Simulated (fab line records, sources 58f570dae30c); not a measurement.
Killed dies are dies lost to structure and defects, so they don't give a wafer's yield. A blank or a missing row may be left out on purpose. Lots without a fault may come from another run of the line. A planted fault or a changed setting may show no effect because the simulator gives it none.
Split-lot experiment | flow berkeley_cmos170 | 5 lots, 23 wafers read, on a route of 331 steps

THE SPLIT
At UCB170_M2_PEB_13, the setting peb_temp_c was moved away from the recipe's 130 C on 4 of the 23 wafers read, by -0.9% to +1.8%. The other wafers ran this setting at the recipe's value.

FROM THE SPLIT TO THE READING: what the file shows between them, 1 step
- UCB170_M2_DEVELOP_14: develop time 45 s

THE READING
cd_nm, in nm, at UCB170_M2_CD_MEAS_15 (target cd 700 nm). Fault-free wafers of this fab line usually give 699.9 nm, standard deviation 1.5 nm.

wafer  | tool, chamber at the split | peb_temp_c as run, C | against the recipe | cd_nm, nm | against lot-mates on the recipe
L075.1 | litho_track-03, 0          | 130                  | recipe             | 701.4     | -
L075.5 | litho_track-03, 0          | 130                  | recipe             | 699.7     | -
L075.6 | litho_track-03, 0          | 130                  | recipe             | 701.5     | -
L078.1 | litho_track-03, 0          | 130                  | recipe             | 702.3     | -
L078.3 | litho_track-03, 0          | 130                  | recipe             | 701.8     | -
L078.4 | litho_track-03, 0          | 128.8                | -0.9%              | 711.3     | +9.0
L078.5 | litho_track-03, 0          | 128.8                | -0.9%              | 710.6     | +8.3
L078.6 | litho_track-03, 0          | 130                  | recipe             | 702.7     | -
L080.2 | litho_track-03, 0          | 130                  | recipe             | 698.6     | -
L080.3 | litho_track-03, 0          | 130                  | recipe             | 698.5     | -
L080.4 | litho_track-03, 0          | 130                  | recipe             | 698.2     | -
L080.5 | litho_track-03, 0          | 130                  | recipe             | 698.1     | -
L080.6 | litho_track-03, 0          | 130                  | recipe             | 698.6     | -
L083.1 | litho_track-03, 0          | 132.3                | +1.8%              | 687.3     | -12.8
L083.2 | litho_track-03, 0          | 130                  | recipe             | 700.0     | -
L083.4 | litho_track-03, 0          | 130                  | recipe             | 700.0     | -
L083.5 | litho_track-03, 0          | 132.3                | +1.8%              | 685.9     | -14.2
L083.6 | litho_track-03, 0          | 130                  | recipe             | 700.2     | -
L082.1 | litho_track-01, 0          | 130                  | recipe             | 701.4     | -
L082.2 | litho_track-01, 0          | 130                  | recipe             | 699.2     | -
L082.3 | litho_track-01, 0          | 130                  | recipe             | 701.6     | -
L082.5 | litho_track-01, 0          | 130                  | recipe             | 700.2     | -
L082.6 | litho_track-01, 0          | 130                  | recipe             | 699.8     | -

THE FIT
A straight line over all 23 wafers: cd_nm changes by -8.62 nm for each +1% of peb_temp_c; r = -0.95; the points scatter about the line by 1.6 nm.
The same after taking each lot's own level away (the mean of its wafers on the recipe; 23 wafers): -8.03 nm for each +1%; r = -0.99; scatter 0.75 nm.
On that fit, the largest move of peb_temp_c shifts the reading by 14 nm.
The lots' own levels span 698.40 to 702.27 nm, that is 2.6 times the standard deviation above.
So the lot-to-lot level changes the slope little: the two slopes agree.
Check: with one of the wafers moved furthest among these (+1.8%) left out of the fit, the line predicts -14.9 nm for it against its lot-mates. It came out at -12.8 nm against them.

OTHER SPLITS ON THESE WAFERS
These wafers also went through other splits before the reading. Each is held against what the fit with the lots' levels taken away leaves over:
other split on the same wafers        | wafers away from the commonest value | r with cd_nm (lot level and that fit taken away)
UCB170_PSD_EXPOSE_03 dose_mj          | 8                                    | +0.24
UCB170_NSD_EXPOSE_03 dose_mj          | 8                                    | +0.07
UCB170_NSD_DEVELOP_05 dev_temp_c      | 10                                   | +0.10
UCB170_CONTACT_CVD_01 sih4_flow_sccm  | 5                                    | -0.09
UCB170_CONTACT_ETCH_17 pressure_mtorr | 15                                   | -0.13
UCB170_M2_COAT_05 spin_rpm            | 11                                   | +0.00

THE WHOLE CHAIN: every reading that the file lists as answering this split, in the file's order
step                 | what it does         | reading                                                   | change (the file's fit)              | r (the file's)
UCB170_M2_CD_MEAS_15 | target cd 700 nm     | cd_nm                                                     | -8.02 nm for each +1% of the setting | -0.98
UCB170_M2_ETCH_17    | etches BARC in N2/H2 | M2.cd_nm (the simulator's own value, which no gauge read) | -7.56 nm for each +1% of the setting | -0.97

THE FILE'S OWN FIT
cd_nm changes by -8.02 nm for each +1% of peb_temp_c, r = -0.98.
